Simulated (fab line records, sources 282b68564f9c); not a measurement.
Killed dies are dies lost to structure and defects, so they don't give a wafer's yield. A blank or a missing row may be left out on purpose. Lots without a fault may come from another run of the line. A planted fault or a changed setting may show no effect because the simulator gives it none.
fab line records | flow rit_cmos
record lots=14 wafers=42 last_day=7
route steps=202 shown PWELL@52 GATE@92 CONTACT@179 M1@198
lots that met no fault: from a run of the same line without faults
start_h: hours from the record's first day to the start of the lot's first wafer shown | wait_h: hours since the lot's step before | " the same as in the row above | L1.1+2: a row that stands for several wafers | - no value, or no start given | * or withheld: withheld | < > ~ a bound
route shown NAME@n: a module of which the file shows steps, and the number in the route of the first | usual: mean/standard deviation of fault-free wafers | same: alike in all rows | chamber/n: place in a boat | sites: the reading at each site | _std_site: their standard deviation | _edge_site: outer sites' mean less inner sites' | radius_mm: how far each site lies from the wafer's centre | mask NAME#n: copy n | behind: the tool/chamber that last shaped the wafer | hold: why the lot was held/for how many hours/how that ended | device: the transistor (n, p or np) that didn't switch | end of line: the same wafers' tests at the end of the route | a step without rows: its recipe alone | killed: dies lost to structure and defects at the first sort, not the wafer's yield | map: a wafer's dies, x killed, . not, _ none there
set.NAME: the setting as run; set.NAME@STEP: as run at that earlier step | model.NAME: the simulator's own value behind a step, which no gauge read
steps of the route over a sample of lots; a table a step, a row a wafer
services: from which hour (start_h, from the record's first day; less than 0 if before it) a tool's chamber was out of use, for how many hours, and why
## steps
# step RIT_WELLDRIVE_RS_MEAS_02
# recipe thk_meas_gauge=four-point-probe
# usual PWELL_RS=430.1/1.3
# columns lot.wafer tool chamber start_h wait_h PWELL_RS[ohm/sq]
L811.1 film_metro-03 - 29.17 0.1 428.4
L811.2 " - " " 429.2
L811.6 " - " " 428.6
L812.1 film_metro-03 - 32.76 0.1 433.0
L812.2 " - " " 431.8
L812.4 " - " " 433.4
L813.3 film_metro-02 - 38.33 0.1 430.9
L813.4 " - " " 430.2
L813.5 " - " " 429.2
L814.1 film_metro-01 - 44.00 0.1 429.2
L814.3 " - " " 431.4
L814.4 " - " " 429.4
L815.1 film_metro-01 - 50.13 0.1 430.2
L815.4 " - " " 429.0
L815.5 " - " " 429.2
L816.2 film_metro-01 - 55.13 0.1 429.7
L816.4 " - " " 430.3
L816.5 " - " " 430.0
L817.3 film_metro-03 - 57.72 0.1 431.0
L817.4 " - " " 429.9
L817.5 " - " " 430.7
L818.1 film_metro-01 - 63.99 0.1 428.2
L818.3 " - " " 428.9
L818.5 " - " " 428.2
L819.1 film_metro-03 - 74.09 0.1 431.5
L819.3 " - " " 430.7
L819.6 " - " " 431.3
L820.1 film_metro-02 - 78.81 0.1 431.3
L820.4 " - " " 431.4
L820.6 " - " " 430.8
L825.2 film_metro-02 - 99.72 0.1 428.7
L825.3 " - " " 429.6
L825.5 " - " " 428.4
L830.1 film_metro-01 - 124.55 0.1 431.2
L830.4 " - " " 429.9
L830.5 " - " " 430.2
L833.2 film_metro-03 - 138.88 0.1 430.9
L833.3 " - " " 430.2
L833.5 " - " " 430.1
L834.1 film_metro-02 - 144.16 0.1 429.6
L834.2 " - " " 428.5
L834.4 " - " " 428.7
# step RIT_GATE_CD_MEAS_16
# recipe target_cd_nm=150
# usual cd_nm=150.5/2.6
# columns lot.wafer tool chamber start_h wait_h cd_nm
L811.1 cd_sem-01 - 38.91 - 151.6
L811.2 " - " " 149.0
L811.6 " - " " 150.7
L812.1 cd_sem-02 - 42.34 - 150.9
L812.2 " - " " 150.6
L812.4 " - " " 147.8
L813.3 cd_sem-01 - 46.32 - 153.1
L813.4 " - " " 154.0
L813.5 " - " " 155.6
L814.1 cd_sem-01 - 51.62 - 151.5
L814.3 " - " " 152.5
L814.4 " - " " 151.4
L815.1 cd_sem-01 - 59.44 - 143.1
L815.4 " - " " 146.2
L815.5 " - " " 143.8
L816.2 cd_sem-02 - 62.81 - 147.5
L816.4 " - " " 153.0
L816.5 " - " " 146.5
L817.3 cd_sem-01 - 68.88 - 150.5
L817.4 " - " " 149.2
L817.5 " - " " 150.5
L818.1 cd_sem-02 - 72.07 - 148.4
L818.3 " - " " 149.9
L818.5 " - " " 151.0
L819.1 cd_sem-01 - 82.15 - 149.3
L819.3 " - " " 147.1
L819.6 " - " " 149.3
L820.1 cd_sem-02 - 88.62 - 147.1
L820.4 " - " " 145.6
L820.6 " - " " 146.7
L825.2 cd_sem-02 - 107.73 - 149.9
L825.3 " - " " 150.9
L825.5 " - " " 148.5
L830.1 cd_sem-01 - 132.83 - 148.7
L830.4 " - " " 147.5
L830.5 " - " " 146.6
L833.2 cd_sem-02 - 147.95 - 154.7
L833.3 " - " " 154.0
L833.5 " - " " 152.6
L834.1 cd_sem-01 - 151.89 - 151.2
L834.2 " - " " 153.0
L834.4 " - " " 151.9
# step RIT_CONTACT_ETCH_11
# recipe target_depth_a=4800 over_etch_frac=0.2 stop_on=TiSi2 chemistry=CHF3/CF4/Ar target=SiO2 CHF3_flow_sccm=50 cf4_flow_sccm=10 Ar_flow_sccm=100 O2_flow_sccm=5 pressure_mtorr=100 rf_w=200 time_s=320
# usual drypump_motor_current_A=5.8/0.37 oes_product_au=0.990/0.018 rf_fwd_power_W=199.7/0.61 throttle_valve_pct=8.77/0.11
# same over_etch_frac=0.2 time_s=320
# columns lot.wafer tool chamber start_h wait_h drypump_motor_current_A oes_product_au rf_fwd_power_W rf_hours_counter_h throttle_valve_pct
L811.1 rie_diel-02 0 53.89 0.1 5.5 0.991 199.8 174 8.88
L811.2 " 2 " " 6.0 0.993 199.2 141 8.80
L811.6 " 2 " " 6.0 1.001 199.1 - 8.80
L812.1 rie_diel-01 2 57.03 0.1 6.2 0.979 199.2 137 8.79
L812.2 " 3 " " 5.7 0.991 200.2 30 8.75
L812.4 " 0 " " 5.5 1.016 200.2 - 8.58
L813.3 rie_diel-02 1 61.28 0.1 5.8 0.974 199.2 8 8.93
L813.4 " 0 " " 5.5 0.985 199.9 - 8.88
L813.5 " 2 " " 6.0 0.991 199.3 - 8.79
L814.1 rie_diel-02 2 68.61 0.1 6.0 0.987 200.0 142 8.80
L814.3 " 3 " " 5.9 0.990 200.1 - 8.81
L814.4 " 2 " " 6.0 1.000 199.1 - 8.80
L815.1 rie_diel-01 0 76.23 0.1 5.5 1.014 199.1 5 8.58
L815.4 " 2 " " 6.1 0.974 200.1 137 8.77
L815.5 " 1 " " 5.7 1.020 200.4 - 8.61
L816.2 rie_diel-04 2 78.92 0.1 5.5 0.996 198.2 148 8.72
L816.4 " 1 " " 6.8 0.965 200.1 153 8.60
L816.5 " 0 " " 5.4 0.988 200.8 - 8.85
L817.3 rie_diel-01 0 84.06 0.1 5.5 1.011 200.6 5 8.59
L817.4 " 1 " " 5.7 1.026 200.0 0 8.61
L817.5 " 0 " " 5.5 1.012 200.1 - 8.57
L818.1 rie_diel-04 1 87.86 0.1 6.8 0.967 199.6 153 8.61
L818.3 " 0 " " 5.4 0.990 200.0 97 8.84
L818.5 " 0 " " 5.5 0.979 198.9 - 8.85
L819.1 rie_diel-04 1 98.57 0.1 6.8 0.963 199.7 153 8.58
L819.3 " 3 " " 6.3 0.974 199.6 72 8.78
L819.6 " 3 " " 6.3 0.982 199.7 - 8.76
L820.1 rie_diel-04 1 106.55 0.1 6.8 0.960 119.1 153 8.61
L820.4 " 3 " " 6.3 0.960 119.9 72 8.78
L820.6 " 3 " " 6.3 0.973 119.2 - 8.78
L825.2 rie_diel-04 1 123.88 0.1 6.9 0.954 119.7 153 8.59
L825.3 " 0 " " 5.5 0.978 120.1 97 8.84
L825.5 " 0 " " 5.5 0.980 119.9 - 8.85
L830.1 rie_diel-02 0 147.97 0.1 5.5 1.026 200.0 1 8.89
L830.4 " 2 " " 6.0 0.990 199.5 144 8.80
L830.5 " 2 " " 6.0 0.995 200.4 - 8.81
L833.2 rie_diel-01 1 163.45 0.1 5.7 1.022 199.5 2 8.62
L833.3 " 3 " " 5.7 0.993 199.4 32 8.73
L833.5 " 3 " " 5.7 0.986 199.3 - 8.75
L834.1 rie_diel-02 1 166.90 0.1 5.8 0.974 200.1 11 8.93
L834.2 " 3 " " 5.9 0.996 199.9 2 8.82
L834.4 " 2 " " 6.0 0.997 200.8 144 8.81
# step RIT_M1_STRIP_14
# recipe chemistry=O2 time_s=180 platen_temp_c=withheld power_w=500 pressure_mtorr=4000 o2_flow_sccm=4000
# usual drypump_motor_current_A=5.6/0.56
# same time_s=180
# columns lot.wafer tool chamber start_h wait_h drypump_motor_current_A rf_hours_counter_h
L811.1 plasma_asher-02 1 57.26 0.0 6.6 26
L811.2 " 0 " " 6.0 26
L811.6 " 1 " " 6.5 -
L812.1 plasma_asher-04 1 59.97 0.0 5.0 42
L812.2 " 0 " " 6.1 42
L812.4 " 1 " " 5.0 -
L813.3 plasma_asher-03 1 64.27 0.1 4.9 -
L813.4 " 0 " " 5.7 -
L813.5 " 0 " " 5.7 -
L814.1 plasma_asher-03 0 71.81 0.0 5.7 44
L814.3 " 1 " " 4.9 -
L814.4 " 0 " " 5.7 -
L815.1 plasma_asher-02 1 79.31 0.0 6.5 28
L815.4 " 1 " " 6.5 -
L815.5 " 1 " " 6.5 -
L816.2 plasma_asher-04 0 82.11 0.0 6.2 44
L816.4 " 1 " " 5.0 -
L816.5 " 0 " " 6.2 -
L817.3 plasma_asher-03 1 87.22 0.1 4.9 -
L817.4 " 0 " " 5.7 -
L817.5 " 1 " " 5.0 -
L818.1 plasma_asher-02 0 90.82 0.0 6.0 29
L818.3 " 1 " " 6.5 -
L818.5 " 0 " " 6.0 -
L819.1 plasma_asher-04 1 101.68 0.0 5.0 46
L819.3 " 1 " " 5.0 -
L819.6 " 1 " " 5.0 -
L830.1 plasma_asher-03 1 151.10 0.0 4.9 54
L830.4 " 1 " " 4.9 -
L830.5 " 0 " " 5.7 -
L833.2 plasma_asher-04 0 166.51 0.0 6.2 54
L833.3 " 1 " " 5.0 -
L833.5 " 1 " " 5.0 -
L834.1 plasma_asher-04 0 169.86 0.0 6.2 54
L834.2 " 1 " " 5.0 54
L834.4 " 1 " " 5.0 -
## services
# columns tool chamber start_h hours kind
plasma_asher-02 - 31.32 2.8 pm
rie_diel-02 3 35.95 - clean
rie_diel-02 3 35.95 26.1 scheduled_down
rie_diel-02 3 35.95 26.1 vent_cycle
rie_diel-04 - 38.59 0.4 repair
rie_diel-02 1 44.88 4.7 repair
rie_diel-02 0 62.04 - clean
rie_diel-02 0 62.04 20.6 scheduled_down
rie_diel-02 0 62.04 20.6 vent_cycle
plasma_asher-03 - 63.43 0.4 repair
rie_diel-02 1 66.11 4.4 repair
rie_diel-04 2 71.65 5.1 repair
rie_diel-02 3 77.78 5.2 repair
rie_diel-04 3 86.38 5.6 repair
rie_diel-04 3 109.74 5.1 repair
rie_diel-02 0 130.28 9.4 repair
rie_diel-02 - 132.17 2.4 repair
rie_diel-01 3 133.35 11.7 repair
rie_diel-04 1 133.55 - clean
rie_diel-04 1 133.55 14.6 scheduled_down
rie_diel-04 1 133.55 14.6 vent_cycle
rie_diel-04 2 151.45 - clean
rie_diel-04 2 151.45 15.7 scheduled_down
rie_diel-02 3 159.53 3.1 repair
## key
first_sign step=RIT_CONTACT_ETCH_11 reading=rf_fwd_power_W direction=down sigmas=99+ usual=199.7 struck=119.6
effect none on later readings
met_at RIT_CONTACT_ETCH_11
struck_lots L820,L825
later_rows_left_out L820.1,L820.4,L820.6,L825.2,L825.3,L825.5
sort_left_out L820.1,L820.4,L820.6,L825.2,L825.3,L825.5
tester_left_out L820,L825
not_acting_at RIT_WELLDRIVE_RS_MEAS_02,RIT_GATE_CD_MEAS_16,RIT_M1_STRIP_14
onset_between 98.57 106.55
fault kind=process_parameter_drift tool=rie_diel-04 chamber=- onset_h=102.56 steps=RIT_CONTACT_ETCH_11 channel=rf_w offset=-80 shape=step end_h=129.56 acts_in=these_recipes_only stated=200
# tester_left_out: of these lots the tester's yield and bins aren't shown, on N5 and GAA mostly nor the transistor test; their killed dies are dies lost to structure and defects alone, not to doping, threshold or leakage, so they don't give the yield
# sort_left_out: the simulated sort isn't trusted on such a fault, so these wafers' sort isn't shown, and their yield isn't known
# later_rows_left_out: the simulator's readings of these wafers behind a module that went badly wrong aren't trusted and aren't shown, but for the sort
